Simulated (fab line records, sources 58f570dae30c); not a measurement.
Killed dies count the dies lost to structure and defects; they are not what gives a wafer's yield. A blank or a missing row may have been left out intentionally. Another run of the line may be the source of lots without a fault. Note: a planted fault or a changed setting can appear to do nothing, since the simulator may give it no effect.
fab line records | flow berkeley-cmos170
record lots=5 wafers=27
route steps=331 shown M3@327
start-h: hours from the record's opening day to when the first of the lot's shown wafers began | wait-h: time in hours since the lot's previous step | " as in the row above | L1.1+2: a single row standing in for several wafers | - either no value or no given start | * or withheld: withheld | < > ~ a bound
route shown NAME@n: names a module that has steps shown in the file, with the first one's number in the route | usual: average and standard deviation across the fault-free wafers | same: alike in all rows | chamber/n: place in a boat | sites: per-site readings | _std_site: how widely they spread, as a standard deviation | _edge_site: outer sites' mean less inner sites' | radius-mm: how far each site lies from the wafer's centre | mask NAME#n: copy n | behind: the most recent tool/chamber to have shaped the wafer | hold: what put the lot on hold/how long, in hours/how the hold closed | device: which transistor (n, p or np) failed to switch | end of line: tests run on the same wafers once the route is complete | a step without rows: its recipe alone | killed: dies that structure and defects cost at the first sort, which is not the same as the wafer's yield | map: a wafer's dies, x killed, . not, _ none there
set.NAME: setting as actually run; set.NAME@STEP: the setting as run at that earlier step | model.NAME: the simulator's own value behind a step, which no gauge read
lots whose settings were changed on purpose; a table a step, a row a wafer
## steps
# step UCB170_M3_METAL_ETCH_18
# recipe chemistry=Cl2/BCl3 target=Al stop-on=SiO2 pressure-mtorr=12 target-depth-a=11700 over-etch-frac=0.3 time-s=195 icp-w=600 bias-w=120 Cl2_flow_sccm=90 bcl3-flow-sccm=45
# usual oes-product-au=0.854/0.017
# columns lot.wafer tool chamber start-h wait-h set.target-depth-a oes-product-au model.M3.feature-depth-nm model.KrF_of_M3_COAT_10.thk-nm
L074.1 rie-metal-04 1 194.08 - 11700 0.882 957 198.1
L074.2 " 0 " " 11700 0.856 950.2 190
L074.3 " 1 " " 11700 0.870 952.7 208.2
L074.4 " 0 " " 11700 0.868 968.6 187
L074.5 " 0 " " 11700 0.862 962.9 192.2
L074.6 " 1 " " 11700 0.867 959.1 203.8
L076.1 rie-metal-02 1 198.84 - 14690 0.771 970.3 22.71
L076.2 " 0 " " 14690 0.732 963.5 26.21
L076.3 " 0 " " 11700 0.819 940.5 199.4
L076.4 " 1 " " 11700 0.876 958.9 196.7
L076.5 " 1 " " 11700 0.868 956 198
L076.6 " 0 " " 14690 0.726 963.9 25.36
L079.1 rie-metal-04 0 218.22 - 11700 0.866 968.4 193
L079.2 " 1 " " 16650 0.724 985.2 0
L079.3 " 0 " " 16650 0.710 997.3 0
L079.4 " 1 " " 11700 0.884 964.9 205.9
L079.5 " 1 " " 11700 0.875 966.4 203
L079.6 " 0 " " 16650 0.723 991.9 0
L082.1 rie-metal-03 1 231.87 - 7287 0.977 722.4 470
L082.2 " 0 " " 11700 0.839 940.3 193
L082.3 " 0 " " 7287 0.990 747.9 455.4
L082.4 " 1 " " 11700 0.846 948.6 223.5
L082.5 " 1 " " 11700 0.843 952.8 220.1
L082.6 " 0 " " 7287 1.004 746.1 456.9
L085.1 rie-metal-02 0 246.17 - 11700 0.839 959.5 208.9
L085.2 " 1 " " 11700 0.876 955.9 204.9
L085.5 " 0 " " 11700 0.831 966.1 209.7
# step UCB170_M3_STRIP_19
# recipe chemistry=O2 power-w=400 pressure-mtorr=3500 platen-temp-c=withheld o2-flow-sccm=400 overash-fraction=0.5
# usual oes-product-au=0.529/0.012
# columns lot.wafer tool chamber start-h wait-h set.target-depth-a@M3_METAL_ETCH_18 oes-product-au
L074.1 plasma-asher-02 1 194.41 0.2 11700 0.530
L074.2 " 0 " " 11700 0.524
L074.3 " 0 " " 11700 0.552
L074.4 " 1 " " 11700 0.516
L074.5 " 0 " " 11700 0.513
L074.6 " 1 " " 11700 0.530
L076.1 plasma-asher-02 1 199.02 0.1 14690 0.344
L076.2 " 0 " " 14690 0.340
L076.3 " 0 " " 11700 0.530
L076.4 " 1 " " 11700 0.526
L076.5 " 0 " " 11700 0.525
L076.6 " 1 " " 14690 0.340
L079.1 plasma-asher-04 0 218.41 0.1 11700 0.512
L079.2 " 1 " " 16650 0.317
L079.3 " 0 " " 16650 0.311
L079.4 " 1 " " 11700 0.543
L079.5 " 0 " " 11700 0.527
L079.6 " 1 " " 16650 0.313
L082.1 plasma-asher-01 0 232.06 0.1 7287 0.726
L082.2 " 1 " " 11700 0.526
L082.3 " 0 " " 7287 0.719
L082.4 " 1 " " 11700 0.554
L082.5 " 0 " " 11700 0.554
L082.6 " 1 " " 7287 0.726
L085.1 plasma-asher-02 1 246.36 0.1 11700 0.533
L085.2 " 0 " " 11700 0.537
L085.5 " 0 " " 11700 0.540
# step UCB170_M3_CD_MEAS_90
# recipe target-cd-nm=700
# usual cd-nm=700.2/2.1
# columns lot.wafer tool chamber start-h wait-h set.target-depth-a@M3_METAL_ETCH_18 cd-nm
L074.1 cd-sem-02 - 194.51 0.1 11700 697.2
L074.2 " - " " 11700 699.3
L074.3 " - " " 11700 699.6
L074.4 " - " " 11700 696.6
L074.5 " - " " 11700 701.3
L074.6 " - " " 11700 699.9
L076.1 cd-sem-02 - 199.12 0.1 14690 688.5
L076.2 " - " " 14690 688.8
L076.3 " - " " 11700 703.4
L076.4 " - " " 11700 700.0
L076.5 " - " " 11700 700.9
L076.6 " - " " 14690 691.4
L079.1 cd-sem-01 - 218.51 0.1 11700 704.2
L079.2 " - " " 16650 677.9
L079.3 " - " " 16650 678.2
L079.4 " - " " 11700 700.0
L079.5 " - " " 11700 697.7
L079.6 " - " " 16650 678.3
L082.1 cd-sem-02 - 232.21 0.1 7287 715.9
L082.2 " - " " 11700 701.3
L082.3 " - " " 7287 721.0
L082.4 " - " " 11700 700.3
L082.5 " - " " 11700 698.0
L082.6 " - " " 7287 720.4
L085.1 cd-sem-02 - 246.46 0.1 11700 703.9
L085.2 " - " " 11700 701.4
L085.5 " - " " 11700 701.7
# step UCB170_M3_PROBE_99
# columns lot.wafer tool chamber start-h wait-h set.target-depth-a@SPACER_ETCHBACK_03 model.etest.pldd.line-ohm-um model.etest.pmos_0p6.r-on-ohm-um model.etest.nldd.line-ohm-um model.etest.pldd.rs-ohm-sq model.etest.nldd.rs-ohm-sq model.etest.ppoly-line.line-ohm-um model.etest.npoly-line.line-ohm-um
L074.1 prober-02 - 194.75 0.1 2833 1863 8583 1304 1126 778.4 710.4 367.9
L074.2 prober-02 - 194.80 0.1 2833 1776 8670 1225 1136 781.9 755.6 499.7
L074.3 prober-02 - 194.85 0.2 3760 1820 8311 1243 1120 775.9 14.86 14.55
L074.4 prober-02 - 194.90 0.2 3760 1804 8501 1260 1123 777.7 15 14.65
L074.5 prober-02 - 194.95 0.2 3760 1836 8338 1272 1130 780.9 14.56 14.39
L074.6 prober-02 - 195.00 0.2 2833 1826 8602 1260 1130 780.6 738.3 433.9
L076.1 prober-01 - 199.36 0.1 3760 1950 8817 1366 1112 783.5 14.91 14.53
L076.2 prober-01 - 199.41 0.1 3760 1926 8702 1326 1155 790.9 14.94 14.63
L076.3 prober-01 - 199.46 0.2 4727 160.6 5888 175.2 98.62 106.9 14.76 14.65
L076.4 prober-01 - 199.51 0.2 3760 1866 8627 1299 1129 783.5 14.96 14.61
L076.5 prober-01 - 199.56 0.2 4727 180.2 6168 240.3 107.2 144.8 14.7 14.3
L076.6 prober-01 - 199.61 0.2 4727 188.4 6061 296.9 112.8 178.7 14.57 14.06
L079.1 prober-02 - 218.75 0.1 3760 1857 8246 1265 1107 757.7 14.94 14.48
L079.2 prober-02 - 218.80 0.1 5448 6.416 - 6.26 3.644 3.614 14.6 14.2
L079.3 prober-02 - 218.85 0.2 3760 1826 8255 1244 1110 754 14.51 14.19
L079.4 prober-02 - 218.90 0.2 3760 1862 8137 1290 1090 754.3 14.68 14.43
L079.5 prober-02 - 218.95 0.2 5448 6.27 - 6.178 3.641 3.562 14.61 14.3
L079.6 prober-02 - 219.00 0.2 5448 6.36 - 6.179 3.657 3.584 14.77 14.28
L082.1 prober-01 - 232.45 0.1 3760 1863 8278 1275 1127 770.3 14.68 14.38
L082.2 prober-01 - 232.50 0.1 3056 1873 8353 1277 1123 769.6 654.2 330
L082.3 prober-01 - 232.55 0.2 3056 1879 8444 1304 1134 773.9 661.4 338.7
L082.6 prober-01 - 232.70 0.2 3056 1883 8318 1291 1126 774.2 697.1 353.4
L085.1 prober-01 - 246.70 0.1 3760 1822 8687 1245 1119 772.5 15.08 14.64
L085.2 prober-01 - 246.75 0.1 3760 1816 8631 1245 1114 772.6 15.06 14.72
L085.5 prober-01 - 246.90 0.2 3760 1778 8579 1238 1128 775.9 15.23 14.77
# killed by level:class
L085.1 GATE:geometric-particle:short=1 SILICIDE:geometric-particle:short=1 M1:geometric-particle:short=1 ACTIVE:area-etch=1
L085.2 ZERO:geometric-particle:short=1 SCREENOX:geometric-particle:open=1
L085.5 WELLDRIVE:geometric-particle:open=1 SACOX:geometric-particle:short=1 SPACER:geometric-particle:short=1
## key
split step=UCB170_M3_METAL_ETCH_18 setting=target-depth-a stated=11700 by=wafer
response step=UCB170_M3_METAL_ETCH_18 reading=oes-product-au change=-0.00388 per=1% r=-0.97
response step=UCB170_M3_METAL_ETCH_18 reading=model.M3.feature-depth-nm shape=bent at-lowest=738.8 at-stated=957.2 at-highest=991.5
response step=UCB170_M3_METAL_ETCH_18 reading=model.KrF_of_M3_COAT_10.thk-nm change=-5.77 per=1% r=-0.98
response step=UCB170_M3_STRIP_19 reading=oes-product-au change=-0.00532 per=1% r=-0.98
response step=UCB170_M3_CD_MEAS_90 reading=cd-nm change=-0.513 per=1% r=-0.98
split outside-this-file step=UCB170_SPACER_ETCHBACK_03 setting=target-depth-a
# split outside-this-file: this setting was split too, and the file shows its column; the key of that split is in another file
